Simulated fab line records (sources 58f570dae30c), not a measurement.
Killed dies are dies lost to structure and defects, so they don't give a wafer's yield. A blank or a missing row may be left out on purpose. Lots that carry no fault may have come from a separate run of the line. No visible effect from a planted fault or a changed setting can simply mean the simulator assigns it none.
Which tool did it? || flow berkeley-cmos170 || Sampling: 7 lots, 21 wafers, 4 of 331 route steps

== WHAT THE GAUGES READ, wafer by wafer ==
UCB170_M3_OVL_MEAS_16.
{"lot": "L989", "measured": "day 8 00:17", "on": "overlay-01", "M3_OVL (nm)": "2 -3 -3"}
{"lot": "L991", "measured": "day 8 09:19", "on": "overlay-01", "M3_OVL (nm)": "-4 3 -4"}
{"lot": "L995", "measured": "day 9 01:57", "on": "overlay-01", "M3_OVL (nm)": "-4 -4 -7"}
{"lot": "L992", "measured": "day 9 04:04", "on": "overlay-01", "M3_OVL (nm)": "4 2 4"}
{"lot": "L101", "measured": "day 9 17:35", "on": "overlay-01", "M3_OVL (nm)": "-4 -4 -3"}
{"lot": "L110", "measured": "day 11 21:14", "on": "overlay-02", "M3_OVL (nm)": "-6 -10 -6"}
{"lot": "L111", "measured": "day 12 01:56", "on": "overlay-02", "M3_OVL (nm)": "-6 -3 -5"}

== TOOL THAT RAN EACH LOT (tool first, then ch and the chambers of the sampled wafers, then the start) ==
{"lot": "L989", "UCB170_CONTACT_STRIP_06": "plasma-asher-03 ch 0,1, day 7 00:20", "UCB170_V1_STRIP_15": "plasma-asher-01 ch 0,1, day 7 11:24", "UCB170_V2_PEB_10": "litho-track-02 ch 0, day 7 19:35"}
{"lot": "L991", "UCB170_CONTACT_STRIP_06": "plasma-asher-02 ch 0,1, day 7 10:40", "UCB170_V1_STRIP_15": "plasma-asher-02 ch 0,1, day 8 00:38", "UCB170_V2_PEB_10": "litho-track-01 ch 0, day 8 05:46"}
{"lot": "L995", "UCB170_CONTACT_STRIP_06": "plasma-asher-02 ch 0,1, day 8 03:01", "UCB170_V1_STRIP_15": "plasma-asher-04 ch 0,1, day 8 14:46", "UCB170_V2_PEB_10": "litho-track-01 ch 0, day 8 22:11"}
{"lot": "L992", "UCB170_CONTACT_STRIP_06": "plasma-asher-02 ch 0,1, day 8 04:15", "UCB170_V1_STRIP_15": "plasma-asher-04 ch 0,1, day 8 17:04", "UCB170_V2_PEB_10": "litho-track-03 ch 0, day 8 23:39"}
{"lot": "L101", "UCB170_CONTACT_STRIP_06": "plasma-asher-03 ch 0,1, day 8 20:59", "UCB170_V1_STRIP_15": "plasma-asher-02 ch 0, day 9 09:33", "UCB170_V2_PEB_10": "litho-track-03 ch 0, day 9 14:13"}
{"lot": "L110", "UCB170_CONTACT_STRIP_06": "plasma-asher-02 ch 0,1, day 11 01:37", "UCB170_V1_STRIP_15": "plasma-asher-01 ch 0,1, day 11 12:28", "UCB170_V2_PEB_10": "litho-track-01 ch 0, day 11 18:24"}
{"lot": "L111", "UCB170_CONTACT_STRIP_06": "plasma-asher-04 ch 0,1, day 11 05:29", "UCB170_V1_STRIP_15": "plasma-asher-02 ch 1, day 11 16:54", "UCB170_V2_PEB_10": "litho-track-03 ch 0, day 11 22:26"}
- UCB170_CONTACT_STRIP_06: strips in O2.
- UCB170_V1_STRIP_15: strips in O2.
- UCB170_V2_PEB_10

== THE ANSWER, worked out from the rows above alone ==
Rule: the lots themselves supply what counts as usual. Put in order of their means at a reading, lots are off if they are a third of the lots or fewer, leave a main group of 4 or more, and stand apart from it by a gap of 3 or more times the standard deviation of the main group's means; of several such gaps the widest counts. Not used: any main group whose means are identical at the precision the tables above print for the reading. A lot without any number at a reading at which 4 lots or more have one is off too. Any other lot the step has rows for is counted as sound.
Across all readings shown, no lot is off: no conclusion can be drawn from this.

== WHAT THE SIMULATOR PUT IN ==
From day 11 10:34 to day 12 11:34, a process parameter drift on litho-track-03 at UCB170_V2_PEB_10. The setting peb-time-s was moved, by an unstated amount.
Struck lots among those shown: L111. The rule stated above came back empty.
